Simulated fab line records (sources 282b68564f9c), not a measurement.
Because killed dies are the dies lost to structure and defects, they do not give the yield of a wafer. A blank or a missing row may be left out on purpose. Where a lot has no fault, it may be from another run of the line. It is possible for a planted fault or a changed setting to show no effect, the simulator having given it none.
fab line records / flow ritCmos
record: lots: 15 wafers: 45 lastDay: 7
route steps=202 shown NRETRO@62 NLDD@111 PLDD@120 NSD@137 M1@202
lots that met no fault: taken from a fault-free run of the same line
startH: hours from the record's first day to the start of the lot's first wafer shown / waitH: how many hours have passed since the lot's step before this one / " identical to the entry in the row above / L1.1+2: a single row standing in for several wafers / - no value, or no start was given / * or withheld: withheld / < > ~ a bound
route shown NAME@n: NAME is a module with steps in the file, n the number in the route of the first one / usual: mean and standard deviation over wafers with no fault / same: alike in all rows / chamber/n: place in a boat / sites: per-site readings / _std_site: their standard deviation / _edge_site: inner sites' mean taken away from outer sites' mean / radiusMm: how far each site lies from the wafer's centre / mask NAME#n: copy n / behind: the most recent tool/chamber to have shaped the wafer / hold: why the lot was held/for how many hours/how that ended / device: the n, p or np transistor that did not switch / end of line: the same wafers' tests at the end of the route / step lacking rows: just its recipe / killed: count of dies lost to structure and defects at first sort (not the wafer's yield) / map: a wafer's dies, marking killed ones x, the rest . and places with no die _
set.NAME: the setting that was run; set.NAME@STEP: the one run at that earlier step / model.NAME: the simulator's own value behind a step, which no gauge read
route steps across a sampled set of lots; one table per step, one row per wafer
services: the hour from which a tool's chamber was out of use, counted from the record's first day as startH (under 0 if before that day), plus the number of hours and why
== steps ==
step: RIT_NRETRO_STRIP_09
recipe: chemistry: O2 timeS: 180 resist: NOVOLAK platenTempC: withheld powerW: 500 pressureMtorr: 4000 o2FlowSccm: 4000
usual: drypumpMotorCurrentA: 5.90/0.29
lot.wafer=L813.1 tool=plasmaAsher-04 chamber=1 startH=31.85 waitH=0.1 drypumpMotorCurrentA=5.59 rfHoursCounterH=24
lot.wafer=L813.2 tool=plasmaAsher-04 chamber=0 startH=31.85 waitH=0.1 drypumpMotorCurrentA=6.28 rfHoursCounterH=24
lot.wafer=L813.3 tool=plasmaAsher-04 chamber=1 startH=31.85 waitH=0.1 drypumpMotorCurrentA=5.60 rfHoursCounterH=-
lot.wafer=L814.1 tool=plasmaAsher-04 chamber=1 startH=39.47 waitH=0.1 drypumpMotorCurrentA=5.61 rfHoursCounterH=25
lot.wafer=L814.4 tool=plasmaAsher-04 chamber=0 startH=39.47 waitH=0.1 drypumpMotorCurrentA=6.27 rfHoursCounterH=-
lot.wafer=L814.5 tool=plasmaAsher-04 chamber=1 startH=39.47 waitH=0.1 drypumpMotorCurrentA=5.61 rfHoursCounterH=-
lot.wafer=L815.2 tool=plasmaAsher-04 chamber=0 startH=42.07 waitH=0.1 drypumpMotorCurrentA=6.32 rfHoursCounterH=25
lot.wafer=L815.4 tool=plasmaAsher-04 chamber=0 startH=42.07 waitH=0.1 drypumpMotorCurrentA=6.29 rfHoursCounterH=-
lot.wafer=L815.6 tool=plasmaAsher-04 chamber=1 startH=42.07 waitH=0.1 drypumpMotorCurrentA=5.55 rfHoursCounterH=-
lot.wafer=L816.2 tool=plasmaAsher-04 chamber=0 startH=46.86 waitH=0.1 drypumpMotorCurrentA=6.27 rfHoursCounterH=26
lot.wafer=L816.3 tool=plasmaAsher-04 chamber=0 startH=46.86 waitH=0.1 drypumpMotorCurrentA=6.25 rfHoursCounterH=-
lot.wafer=L816.6 tool=plasmaAsher-04 chamber=0 startH=46.86 waitH=0.1 drypumpMotorCurrentA=6.27 rfHoursCounterH=-
lot.wafer=L817.2 tool=plasmaAsher-04 chamber=1 startH=55.53 waitH=0.1 drypumpMotorCurrentA=5.63 rfHoursCounterH=26
lot.wafer=L817.3 tool=plasmaAsher-04 chamber=0 startH=55.53 waitH=0.1 drypumpMotorCurrentA=6.34 rfHoursCounterH=-
lot.wafer=L817.6 tool=plasmaAsher-04 chamber=1 startH=55.53 waitH=0.1 drypumpMotorCurrentA=5.62 rfHoursCounterH=-
lot.wafer=L820.2 tool=plasmaAsher-02 chamber=1 startH=71.44 waitH=0.1 drypumpMotorCurrentA=5.87 rfHoursCounterH=42
lot.wafer=L820.3 tool=plasmaAsher-02 chamber=0 startH=71.44 waitH=0.1 drypumpMotorCurrentA=5.94 rfHoursCounterH=-
lot.wafer=L820.5 tool=plasmaAsher-02 chamber=0 startH=71.44 waitH=0.1 drypumpMotorCurrentA=5.93 rfHoursCounterH=-
lot.wafer=L822.3 tool=plasmaAsher-01 chamber=1 startH=76.68 waitH=0.1 drypumpMotorCurrentA=6.08 rfHoursCounterH=-
lot.wafer=L822.4 tool=plasmaAsher-01 chamber=0 startH=76.68 waitH=0.1 drypumpMotorCurrentA=5.60 rfHoursCounterH=-
lot.wafer=L822.5 tool=plasmaAsher-01 chamber=0 startH=76.68 waitH=0.1 drypumpMotorCurrentA=5.59 rfHoursCounterH=-
lot.wafer=L823.1 tool=plasmaAsher-01 chamber=1 startH=84.28 waitH=0.1 drypumpMotorCurrentA=6.08 rfHoursCounterH=40
lot.wafer=L823.2 tool=plasmaAsher-01 chamber=0 startH=84.28 waitH=0.1 drypumpMotorCurrentA=5.61 rfHoursCounterH=40
lot.wafer=L823.3 tool=plasmaAsher-01 chamber=1 startH=84.28 waitH=0.1 drypumpMotorCurrentA=6.08 rfHoursCounterH=-
lot.wafer=L824.2 tool=plasmaAsher-02 chamber=1 startH=90.25 waitH=0.1 drypumpMotorCurrentA=5.85 rfHoursCounterH=44
lot.wafer=L824.3 tool=plasmaAsher-02 chamber=0 startH=90.25 waitH=0.1 drypumpMotorCurrentA=5.94 rfHoursCounterH=-
lot.wafer=L824.6 tool=plasmaAsher-02 chamber=1 startH=90.25 waitH=0.1 drypumpMotorCurrentA=5.88 rfHoursCounterH=-
lot.wafer=L825.1 tool=plasmaAsher-01 chamber=0 startH=96.21 waitH=0.1 drypumpMotorCurrentA=5.54 rfHoursCounterH=41
lot.wafer=L825.2 tool=plasmaAsher-01 chamber=1 startH=96.21 waitH=0.1 drypumpMotorCurrentA=6.09 rfHoursCounterH=41
lot.wafer=L825.3 tool=plasmaAsher-01 chamber=1 startH=96.21 waitH=0.1 drypumpMotorCurrentA=6.08 rfHoursCounterH=-
lot.wafer=L828.1 tool=plasmaAsher-01 chamber=0 startH=107.94 waitH=0.1 drypumpMotorCurrentA=5.56 rfHoursCounterH=43
lot.wafer=L828.3 tool=plasmaAsher-01 chamber=0 startH=107.94 waitH=0.1 drypumpMotorCurrentA=5.57 rfHoursCounterH=-
lot.wafer=L828.4 tool=plasmaAsher-01 chamber=1 startH=107.94 waitH=0.1 drypumpMotorCurrentA=6.07 rfHoursCounterH=-
lot.wafer=L829.2 tool=plasmaAsher-02 chamber=1 startH=110.81 waitH=0.1 drypumpMotorCurrentA=5.90 rfHoursCounterH=47
lot.wafer=L829.4 tool=plasmaAsher-02 chamber=1 startH=110.81 waitH=0.1 drypumpMotorCurrentA=5.88 rfHoursCounterH=-
lot.wafer=L829.5 tool=plasmaAsher-02 chamber=1 startH=110.81 waitH=0.1 drypumpMotorCurrentA=5.89 rfHoursCounterH=-
lot.wafer=L831.1 tool=plasmaAsher-01 chamber=0 startH=124.43 waitH=0.1 drypumpMotorCurrentA=5.54 rfHoursCounterH=1
lot.wafer=L831.2 tool=plasmaAsher-01 chamber=1 startH=124.43 waitH=0.1 drypumpMotorCurrentA=6.07 rfHoursCounterH=1
lot.wafer=L831.5 tool=plasmaAsher-01 chamber=0 startH=124.43 waitH=0.1 drypumpMotorCurrentA=5.58 rfHoursCounterH=-
lot.wafer=L832.1 tool=plasmaAsher-04 chamber=1 startH=129.77 waitH=0.1 drypumpMotorCurrentA=5.58 rfHoursCounterH=34
lot.wafer=L832.2 tool=plasmaAsher-04 chamber=0 startH=129.77 waitH=0.1 drypumpMotorCurrentA=6.27 rfHoursCounterH=34
lot.wafer=L832.4 tool=plasmaAsher-04 chamber=0 startH=129.77 waitH=0.1 drypumpMotorCurrentA=6.29 rfHoursCounterH=-
lot.wafer=L836.1 tool=plasmaAsher-01 chamber=1 startH=145.37 waitH=0.1 drypumpMotorCurrentA=6.05 rfHoursCounterH=3
lot.wafer=L836.2 tool=plasmaAsher-01 chamber=0 startH=145.37 waitH=0.1 drypumpMotorCurrentA=5.58 rfHoursCounterH=3
lot.wafer=L836.4 tool=plasmaAsher-01 chamber=1 startH=145.37 waitH=0.1 drypumpMotorCurrentA=6.04 rfHoursCounterH=-
step: RIT_NLDD_IMPLANT_08
recipe: species: P energyKev: 20 doseCm2: 5e+14 tiltDeg: 7
usual: beamEnergyKeV: 20.000/0.0057
lot.wafer=L813.1 tool=implanter-01 chamber=0 startH=45.99 waitH=0.1 beamEnergyKeV=19.989
lot.wafer=L813.2 tool=implanter-01 chamber=0 startH=45.99 waitH=0.1 beamEnergyKeV=20.002
lot.wafer=L813.3 tool=implanter-01 chamber=0 startH=45.99 waitH=0.1 beamEnergyKeV=20.000
lot.wafer=L814.1 tool=implanter-01 chamber=0 startH=56.74 waitH=0.1 beamEnergyKeV=20.014
lot.wafer=L814.4 tool=implanter-01 chamber=0 startH=56.74 waitH=0.1 beamEnergyKeV=19.996
lot.wafer=L814.5 tool=implanter-01 chamber=0 startH=56.74 waitH=0.1 beamEnergyKeV=19.996
lot.wafer=L815.2 tool=implanter-02 chamber=0 startH=60.50 waitH=0.1 beamEnergyKeV=20.001
lot.wafer=L815.4 tool=implanter-02 chamber=0 startH=60.50 waitH=0.1 beamEnergyKeV=20.005
lot.wafer=L815.6 tool=implanter-02 chamber=0 startH=60.50 waitH=0.1 beamEnergyKeV=19.998
lot.wafer=L816.2 tool=implanter-02 chamber=0 startH=63.38 waitH=0.1 beamEnergyKeV=19.997
lot.wafer=L816.3 tool=implanter-02 chamber=0 startH=63.38 waitH=0.1 beamEnergyKeV=19.997
lot.wafer=L816.6 tool=implanter-02 chamber=0 startH=63.38 waitH=0.1 beamEnergyKeV=19.997
lot.wafer=L817.2 tool=implanter-01 chamber=0 startH=69.84 waitH=0.1 beamEnergyKeV=20.007
lot.wafer=L817.3 tool=implanter-01 chamber=0 startH=69.84 waitH=0.1 beamEnergyKeV=20.002
lot.wafer=L817.6 tool=implanter-01 chamber=0 startH=69.84 waitH=0.1 beamEnergyKeV=20.007
lot.wafer=L820.2 tool=implanter-02 chamber=0 startH=85.17 waitH=0.1 beamEnergyKeV=20.002
lot.wafer=L820.3 tool=implanter-02 chamber=0 startH=85.17 waitH=0.1 beamEnergyKeV=19.995
lot.wafer=L820.5 tool=implanter-02 chamber=0 startH=85.17 waitH=0.1 beamEnergyKeV=19.994
lot.wafer=L822.3 tool=implanter-01 chamber=0 startH=89.73 waitH=0.1 beamEnergyKeV=20.004
lot.wafer=L822.4 tool=implanter-01 chamber=0 startH=89.73 waitH=0.1 beamEnergyKeV=20.000
lot.wafer=L822.5 tool=implanter-01 chamber=0 startH=89.73 waitH=0.1 beamEnergyKeV=19.997
lot.wafer=L823.1 tool=implanter-04 chamber=0 startH=98.44 waitH=0.1 beamEnergyKeV=19.995
lot.wafer=L823.2 tool=implanter-04 chamber=0 startH=98.44 waitH=0.1 beamEnergyKeV=19.999
lot.wafer=L823.3 tool=implanter-04 chamber=0 startH=98.44 waitH=0.1 beamEnergyKeV=19.997
lot.wafer=L824.2 tool=implanter-01 chamber=0 startH=104.11 waitH=0.1 beamEnergyKeV=20.002
lot.wafer=L824.3 tool=implanter-01 chamber=0 startH=104.11 waitH=0.1 beamEnergyKeV=20.002
lot.wafer=L824.6 tool=implanter-01 chamber=0 startH=104.11 waitH=0.1 beamEnergyKeV=20.006
lot.wafer=L825.1 tool=implanter-01 chamber=0 startH=107.55 waitH=0.1 beamEnergyKeV=20.000
lot.wafer=L825.2 tool=implanter-01 chamber=0 startH=107.55 waitH=0.1 beamEnergyKeV=20.001
lot.wafer=L825.3 tool=implanter-01 chamber=0 startH=107.55 waitH=0.1 beamEnergyKeV=20.013
lot.wafer=L828.1 tool=implanter-01 chamber=0 startH=120.47 waitH=0.1 beamEnergyKeV=18.960
lot.wafer=L828.3 tool=implanter-01 chamber=0 startH=120.47 waitH=0.1 beamEnergyKeV=18.967
lot.wafer=L828.4 tool=implanter-01 chamber=0 startH=120.47 waitH=0.1 beamEnergyKeV=18.981
lot.wafer=L829.2 tool=implanter-01 chamber=0 startH=122.04 waitH=0.1 beamEnergyKeV=18.973
lot.wafer=L829.4 tool=implanter-01 chamber=0 startH=122.04 waitH=0.1 beamEnergyKeV=18.962
lot.wafer=L829.5 tool=implanter-01 chamber=0 startH=122.04 waitH=0.1 beamEnergyKeV=18.966
lot.wafer=L831.1 tool=implanter-01 chamber=0 startH=138.13 waitH=0.1 beamEnergyKeV=18.957
lot.wafer=L831.2 tool=implanter-01 chamber=0 startH=138.13 waitH=0.1 beamEnergyKeV=18.967
lot.wafer=L831.5 tool=implanter-01 chamber=0 startH=138.13 waitH=0.1 beamEnergyKeV=18.962
lot.wafer=L832.1 tool=implanter-04 chamber=0 startH=142.14 waitH=0.1 beamEnergyKeV=19.995
lot.wafer=L832.2 tool=implanter-04 chamber=0 startH=142.14 waitH=0.1 beamEnergyKeV=19.997
lot.wafer=L832.4 tool=implanter-04 chamber=0 startH=142.14 waitH=0.1 beamEnergyKeV=19.993
lot.wafer=L836.1 tool=implanter-04 chamber=0 startH=157.41 waitH=0.1 beamEnergyKeV=20.007
lot.wafer=L836.2 tool=implanter-04 chamber=0 startH=157.41 waitH=0.1 beamEnergyKeV=20.002
lot.wafer=L836.4 tool=implanter-04 chamber=0 startH=157.41 waitH=0.1 beamEnergyKeV=20.006
step: RIT_PLDD_OVL_MEAS_06
usual: PLDD_OVL: 1.0/1.6
lot.wafer=L813.1 tool=overlay-02 chamber=- startH=47.37 waitH=- PLDD_OVL[nm]=-3.1
lot.wafer=L813.2 tool=overlay-02 chamber=- startH=47.37 waitH=- PLDD_OVL[nm]=-2.7
lot.wafer=L813.3 tool=overlay-02 chamber=- startH=47.37 waitH=- PLDD_OVL[nm]=-2.0
lot.wafer=L814.1 tool=overlay-01 chamber=- startH=58.10 waitH=- PLDD_OVL[nm]=4.6
lot.wafer=L814.4 tool=overlay-01 chamber=- startH=58.10 waitH=- PLDD_OVL[nm]=1.9
lot.wafer=L814.5 tool=overlay-01 chamber=- startH=58.10 waitH=- PLDD_OVL[nm]=1.5
lot.wafer=L815.2 tool=overlay-01 chamber=- startH=61.72 waitH=- PLDD_OVL[nm]=2.8
lot.wafer=L815.4 tool=overlay-01 chamber=- startH=61.72 waitH=- PLDD_OVL[nm]=1.1
lot.wafer=L815.6 tool=overlay-01 chamber=- startH=61.72 waitH=- PLDD_OVL[nm]=1.7
lot.wafer=L816.2 tool=overlay-02 chamber=- startH=64.60 waitH=- PLDD_OVL[nm]=2.2
lot.wafer=L816.3 tool=overlay-02 chamber=- startH=64.60 waitH=- PLDD_OVL[nm]=-0.6
lot.wafer=L816.6 tool=overlay-02 chamber=- startH=64.60 waitH=- PLDD_OVL[nm]=1.8
lot.wafer=L817.2 tool=overlay-01 chamber=- startH=71.06 waitH=- PLDD_OVL[nm]=2.2
lot.wafer=L817.3 tool=overlay-01 chamber=- startH=71.06 waitH=- PLDD_OVL[nm]=2.3
lot.wafer=L817.6 tool=overlay-01 chamber=- startH=71.06 waitH=- PLDD_OVL[nm]=1.2
lot.wafer=L820.2 tool=overlay-02 chamber=- startH=86.39 waitH=- PLDD_OVL[nm]=0.8
lot.wafer=L820.3 tool=overlay-02 chamber=- startH=86.39 waitH=- PLDD_OVL[nm]=1.0
lot.wafer=L820.5 tool=overlay-02 chamber=- startH=86.39 waitH=- PLDD_OVL[nm]=0.6
lot.wafer=L822.3 tool=overlay-02 chamber=- startH=91.05 waitH=- PLDD_OVL[nm]=3.9
lot.wafer=L822.4 tool=overlay-02 chamber=- startH=91.05 waitH=- PLDD_OVL[nm]=1.9
lot.wafer=L822.5 tool=overlay-02 chamber=- startH=91.05 waitH=- PLDD_OVL[nm]=3.2
lot.wafer=L823.1 tool=overlay-02 chamber=- startH=99.68 waitH=- PLDD_OVL[nm]=-0.6
lot.wafer=L823.2 tool=overlay-02 chamber=- startH=99.68 waitH=- PLDD_OVL[nm]=0.7
lot.wafer=L823.3 tool=overlay-02 chamber=- startH=99.68 waitH=- PLDD_OVL[nm]=-0.7
lot.wafer=L824.2 tool=overlay-02 chamber=- startH=105.32 waitH=- PLDD_OVL[nm]=-0.8
lot.wafer=L824.3 tool=overlay-02 chamber=- startH=105.32 waitH=- PLDD_OVL[nm]=-0.6
lot.wafer=L824.6 tool=overlay-02 chamber=- startH=105.32 waitH=- PLDD_OVL[nm]=-0.4
lot.wafer=L825.1 tool=overlay-02 chamber=- startH=108.89 waitH=- PLDD_OVL[nm]=-0.6
lot.wafer=L825.2 tool=overlay-02 chamber=- startH=108.89 waitH=- PLDD_OVL[nm]=0.2
lot.wafer=L825.3 tool=overlay-02 chamber=- startH=108.89 waitH=- PLDD_OVL[nm]=0.9
lot.wafer=L828.1 tool=overlay-02 chamber=- startH=121.70 waitH=- PLDD_OVL[nm]=1.7
lot.wafer=L828.3 tool=overlay-02 chamber=- startH=121.70 waitH=- PLDD_OVL[nm]=2.2
lot.wafer=L828.4 tool=overlay-02 chamber=- startH=121.70 waitH=- PLDD_OVL[nm]=1.1
lot.wafer=L829.2 tool=overlay-02 chamber=- startH=123.38 waitH=- PLDD_OVL[nm]=1.2
lot.wafer=L829.4 tool=overlay-02 chamber=- startH=123.38 waitH=- PLDD_OVL[nm]=0.3
lot.wafer=L829.5 tool=overlay-02 chamber=- startH=123.38 waitH=- PLDD_OVL[nm]=-0.1
lot.wafer=L831.1 tool=overlay-02 chamber=- startH=139.49 waitH=- PLDD_OVL[nm]=1.3
lot.wafer=L831.2 tool=overlay-02 chamber=- startH=139.49 waitH=- PLDD_OVL[nm]=3.0
lot.wafer=L831.5 tool=overlay-02 chamber=- startH=139.49 waitH=- PLDD_OVL[nm]=2.9
lot.wafer=L832.1 tool=overlay-02 chamber=- startH=143.50 waitH=- PLDD_OVL[nm]=-0.6
lot.wafer=L832.2 tool=overlay-02 chamber=- startH=143.50 waitH=- PLDD_OVL[nm]=0.9
lot.wafer=L832.4 tool=overlay-02 chamber=- startH=143.50 waitH=- PLDD_OVL[nm]=0.8
lot.wafer=L836.1 tool=overlay-01 chamber=- startH=158.84 waitH=- PLDD_OVL[nm]=2.1
lot.wafer=L836.2 tool=overlay-01 chamber=- startH=158.84 waitH=- PLDD_OVL[nm]=1.2
lot.wafer=L836.4 tool=overlay-01 chamber=- startH=158.84 waitH=- PLDD_OVL[nm]=-0.2
step: RIT_NSD_OVL_MEAS_06
usual: NSD_OVL: -0.8/1.2
lot.wafer=L813.1 tool=overlay-02 chamber=- startH=51.59 waitH=- NSD_OVL[nm]=-0.4
lot.wafer=L813.2 tool=overlay-02 chamber=- startH=51.59 waitH=- NSD_OVL[nm]=0.1
lot.wafer=L813.3 tool=overlay-02 chamber=- startH=51.59 waitH=- NSD_OVL[nm]=0.8
lot.wafer=L814.1 tool=overlay-01 chamber=- startH=62.33 waitH=- NSD_OVL[nm]=-0.5
lot.wafer=L814.4 tool=overlay-01 chamber=- startH=62.33 waitH=- NSD_OVL[nm]=-3.5
lot.wafer=L814.5 tool=overlay-01 chamber=- startH=62.33 waitH=- NSD_OVL[nm]=-0.1
lot.wafer=L815.2 tool=overlay-02 chamber=- startH=65.66 waitH=- NSD_OVL[nm]=0.7
lot.wafer=L815.4 tool=overlay-02 chamber=- startH=65.66 waitH=- NSD_OVL[nm]=1.5
lot.wafer=L815.6 tool=overlay-02 chamber=- startH=65.66 waitH=- NSD_OVL[nm]=1.3
lot.wafer=L816.2 tool=overlay-01 chamber=- startH=68.59 waitH=- NSD_OVL[nm]=-1.0
lot.wafer=L816.3 tool=overlay-01 chamber=- startH=68.59 waitH=- NSD_OVL[nm]=-0.6
lot.wafer=L816.6 tool=overlay-01 chamber=- startH=68.59 waitH=- NSD_OVL[nm]=-1.2
lot.wafer=L817.2 tool=overlay-01 chamber=- startH=75.27 waitH=- NSD_OVL[nm]=-1.1
lot.wafer=L817.3 tool=overlay-01 chamber=- startH=75.27 waitH=- NSD_OVL[nm]=-0.1
lot.wafer=L817.6 tool=overlay-01 chamber=- startH=75.27 waitH=- NSD_OVL[nm]=-1.7
lot.wafer=L820.2 tool=overlay-01 chamber=- startH=90.43 waitH=- NSD_OVL[nm]=-0.9
lot.wafer=L820.3 tool=overlay-01 chamber=- startH=90.43 waitH=- NSD_OVL[nm]=-1.1
lot.wafer=L820.5 tool=overlay-01 chamber=- startH=90.43 waitH=- NSD_OVL[nm]=-1.1
lot.wafer=L822.3 tool=overlay-01 chamber=- startH=96.27 waitH=- NSD_OVL[nm]=-0.7
lot.wafer=L822.4 tool=overlay-01 chamber=- startH=96.27 waitH=- NSD_OVL[nm]=-1.0
lot.wafer=L822.5 tool=overlay-01 chamber=- startH=96.27 waitH=- NSD_OVL[nm]=-0.8
lot.wafer=L823.1 tool=overlay-01 chamber=- startH=104.90 waitH=- NSD_OVL[nm]=1.1
lot.wafer=L823.2 tool=overlay-01 chamber=- startH=104.90 waitH=- NSD_OVL[nm]=1.3
lot.wafer=L823.3 tool=overlay-01 chamber=- startH=104.90 waitH=- NSD_OVL[nm]=-0.3
lot.wafer=L824.2 tool=overlay-01 chamber=- startH=109.55 waitH=- NSD_OVL[nm]=0.2
lot.wafer=L824.3 tool=overlay-01 chamber=- startH=109.55 waitH=- NSD_OVL[nm]=0.8
lot.wafer=L824.6 tool=overlay-01 chamber=- startH=109.55 waitH=- NSD_OVL[nm]=-0.6
lot.wafer=L825.1 tool=overlay-02 chamber=- startH=113.87 waitH=- NSD_OVL[nm]=-2.0
lot.wafer=L825.2 tool=overlay-02 chamber=- startH=113.87 waitH=- NSD_OVL[nm]=-0.5
lot.wafer=L825.3 tool=overlay-02 chamber=- startH=113.87 waitH=- NSD_OVL[nm]=-2.5
lot.wafer=L828.1 tool=overlay-01 chamber=- startH=125.65 waitH=- NSD_OVL[nm]=-1.3
lot.wafer=L828.3 tool=overlay-01 chamber=- startH=125.65 waitH=- NSD_OVL[nm]=-0.4
lot.wafer=L828.4 tool=overlay-01 chamber=- startH=125.65 waitH=- NSD_OVL[nm]=-1.9
lot.wafer=L829.2 tool=overlay-01 chamber=- startH=128.62 waitH=- NSD_OVL[nm]=0.8
lot.wafer=L829.4 tool=overlay-01 chamber=- startH=128.62 waitH=- NSD_OVL[nm]=-2.0
lot.wafer=L829.5 tool=overlay-01 chamber=- startH=128.62 waitH=- NSD_OVL[nm]=-1.3
lot.wafer=L831.1 tool=overlay-02 chamber=- startH=143.74 waitH=- NSD_OVL[nm]=-1.4
lot.wafer=L831.2 tool=overlay-02 chamber=- startH=143.74 waitH=- NSD_OVL[nm]=-1.3
lot.wafer=L831.5 tool=overlay-02 chamber=- startH=143.74 waitH=- NSD_OVL[nm]=-1.7
lot.wafer=L832.1 tool=overlay-02 chamber=- startH=147.75 waitH=- NSD_OVL[nm]=-0.5
lot.wafer=L832.2 tool=overlay-02 chamber=- startH=147.75 waitH=- NSD_OVL[nm]=-1.4
lot.wafer=L832.4 tool=overlay-02 chamber=- startH=147.75 waitH=- NSD_OVL[nm]=-2.4
lot.wafer=L836.1 tool=overlay-01 chamber=- startH=163.70 waitH=- NSD_OVL[nm]=-1.5
lot.wafer=L836.2 tool=overlay-01 chamber=- startH=163.70 waitH=- NSD_OVL[nm]=-1.7
lot.wafer=L836.4 tool=overlay-01 chamber=- startH=163.70 waitH=- NSD_OVL[nm]=0.8
step: RIT_M1_PROBE_99
usual: killedAtContacts: 0.1/0.31 killedAtFrontEnd: 7/3 killedDies: 7/3 killedOpen: 3.2/1.9 killedShort: 3.6/2.2
same: grossDies: 264 killed_at_M0_to_M3: 0 killed_at_M4_up: 0 killedAtBackSide: 0 killedAtOther: 0
lot.wafer=L824.2 tool=prober-01 chamber=- startH=119.47 waitH=0.1 killedAtContacts=0 killedAtFrontEnd=3 killedDies=3 killedOpen=2 killedShort=1
lot.wafer=L824.3 tool=prober-01 chamber=- startH=119.52 waitH=0.2 killedAtContacts=0 killedAtFrontEnd=5 killedDies=5 killedOpen=2 killedShort=3
lot.wafer=L824.6 tool=prober-01 chamber=- startH=119.67 waitH=0.2 killedAtContacts=0 killedAtFrontEnd=10 killedDies=10 killedOpen=4 killedShort=6
lot.wafer=L825.1 tool=prober-02 chamber=- startH=123.99 waitH=0.1 killedAtContacts=0 killedAtFrontEnd=7 killedDies=7 killedOpen=1 killedShort=6
lot.wafer=L825.2 tool=prober-02 chamber=- startH=124.04 waitH=0.1 killedAtContacts=0 killedAtFrontEnd=11 killedDies=11 killedOpen=5 killedShort=6
lot.wafer=L825.3 tool=prober-02 chamber=- startH=124.09 waitH=0.2 killedAtContacts=0 killedAtFrontEnd=10 killedDies=10 killedOpen=4 killedShort=6
lot.wafer=L828.1 tool=prober-01 chamber=- startH=135.84 waitH=0.1 killedAtContacts=0 killedAtFrontEnd=9 killedDies=9 killedOpen=5 killedShort=3
lot.wafer=L828.3 tool=prober-01 chamber=- startH=135.94 waitH=0.2 killedAtContacts=0 killedAtFrontEnd=3 killedDies=3 killedOpen=2 killedShort=1
lot.wafer=L828.4 tool=prober-01 chamber=- startH=135.99 waitH=0.2 killedAtContacts=0 killedAtFrontEnd=4 killedDies=4 killedOpen=2 killedShort=2
lot.wafer=L831.1 tool=prober-02 chamber=- startH=154.26 waitH=0.1 killedAtContacts=0 killedAtFrontEnd=8 killedDies=8 killedOpen=5 killedShort=3
lot.wafer=L831.2 tool=prober-02 chamber=- startH=154.31 waitH=0.1 killedAtContacts=0 killedAtFrontEnd=13 killedDies=13 killedOpen=9 killedShort=4
lot.wafer=L831.5 tool=prober-02 chamber=- startH=154.46 waitH=0.2 killedAtContacts=0 killedAtFrontEnd=8 killedDies=8 killedOpen=3 killedShort=5
killed by level:class
L824.2 GATE:geometricParticle:open=1 REOX:geometricParticle:open=1 SPACER:geometricParticle:short=1
L824.3 FOX1:geometricParticle:open=1 FOX2:geometricParticle:short=1 GATE:geometricParticle:short=1 REOX:geometricParticle:short=1 REOX:geometricParticle:open=1
L824.6 REOX:geometricParticle:short=3 SPACER:geometricParticle:short=2 FOX2:geometricParticle:open=1 GATE:geometricParticle:short=1 REOX:geometricParticle:open=1 SPACER:geometricParticle:open=1 SILICIDE:geometricParticle:open=1
L825.1 FOX1:geometricParticle:short=3 SPACER:geometricParticle:short=2 FOX1:geometricParticle:open=1 GATE:geometricParticle:short=1
L825.2 FOX2:geometricParticle:open=2 FOX2:geometricParticle:short=2 GATE:geometricParticle:short=2 FOX1:geometricParticle:open=1 GATE:geometricParticle:open=1 REOX:geometricParticle:short=1 REOX:geometricParticle:open=1 SILICIDE:geometricParticle:short=1
L825.3 GATE:geometricParticle:short=3 FOX2:geometricParticle:open=2 FOX2:geometricParticle:short=1 GATE:geometricParticle:open=1 REOX:geometricParticle:open=1 SPACER:geometricParticle:short=1 SILICIDE:geometricParticle:short=1
L828.1 FOX1:geometricParticle:short=3 REOX:geometricParticle:open=2 SILICIDE:geometricParticle:open=2 GATE:geometricParticle:open=1 NRETRO:coatMicrobubblePrinted=1
L828.3 GATE:geometricParticle:open=1 REOX:geometricParticle:short=1 SPACER:geometricParticle:open=1
L828.4 REOX:geometricParticle:short=2 FOX2:geometricParticle:open=1 REOX:geometricParticle:open=1
L831.1 FOX1:geometricParticle:open=4 FOX1:geometricParticle:short=1 FOX2:geometricParticle:short=1 GATE:geometricParticle:open=1 SPACER:geometricParticle:short=1
L831.2 GATE:geometricParticle:open=6 FOX2:geometricParticle:short=2 GATE:geometricParticle:short=2 REOX:geometricParticle:open=2 FOX1:geometricParticle:open=1
L831.5 GATE:geometricParticle:short=4 FOX2:geometricParticle:open=1 GATE:geometricParticle:open=1 SPACER:geometricParticle:open=1 SPACER:geometricParticle:short=1
== services ==
tool=implanter-04 chamber=- startH=30.25 hours=0.6 kind=repair
tool=implanter-02 chamber=- startH=59.25 hours=0.6 kind=repair
tool=implanter-02 chamber=- startH=65.39 hours=2.6 kind=repair
tool=implanter-02 chamber=- startH=69.90 hours=3.0 kind=pm
tool=plasmaAsher-04 chamber=- startH=84.26 hours=1.3 kind=repair
tool=implanter-02 chamber=- startH=87.89 hours=6.9 kind=repair
tool=plasmaAsher-04 chamber=- startH=103.48 hours=2.8 kind=pm
tool=plasmaAsher-01 chamber=- startH=108.75 hours=9.0 kind=pm
tool=plasmaAsher-01 chamber=0 startH=108.75 hours=9.0 kind=ventCycle
tool=plasmaAsher-01 chamber=1 startH=108.75 hours=9.0 kind=ventCycle
tool=implanter-04 chamber=- startH=111.99 hours=1.2 kind=repair
tool=implanter-02 chamber=- startH=116.86 hours=3.8 kind=pm
tool=plasmaAsher-01 chamber=0 startH=117.75 hours=- kind=clean
tool=plasmaAsher-01 chamber=1 startH=117.75 hours=- kind=clean
tool=implanter-04 chamber=- startH=134.68 hours=5.6 kind=repair
== key ==
firstSign: step: RIT_NLDD_IMPLANT_08 reading: beamEnergyKeV direction: down sigmas: 99+ usual: 20.000 struck: 18.966
effect none on later readings
metAt RIT_NLDD_IMPLANT_08
struckLots L828,L829,L831
testerLeftOut L828,L829,L831
notActingAt RIT_NRETRO_STRIP_09,RIT_PLDD_OVL_MEAS_06,RIT_NSD_OVL_MEAS_06
onsetBetween 107.55 120.47
fault: kind: processParameterDrift tool: implanter-01 chamber: - onsetH: 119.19 steps: RIT_NLDD_IMPLANT_08 channel: energyKev offset: -1.0326 shape: step endH: 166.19 actsIn: theseRecipesOnly stated: 20
testerLeftOut: of these lots the tester's yield and bins aren't shown, on N5 and GAA mostly nor the transistor test; their killed dies are dies lost to structure and defects alone, not to doping, threshold or leakage, so they don't give the yield
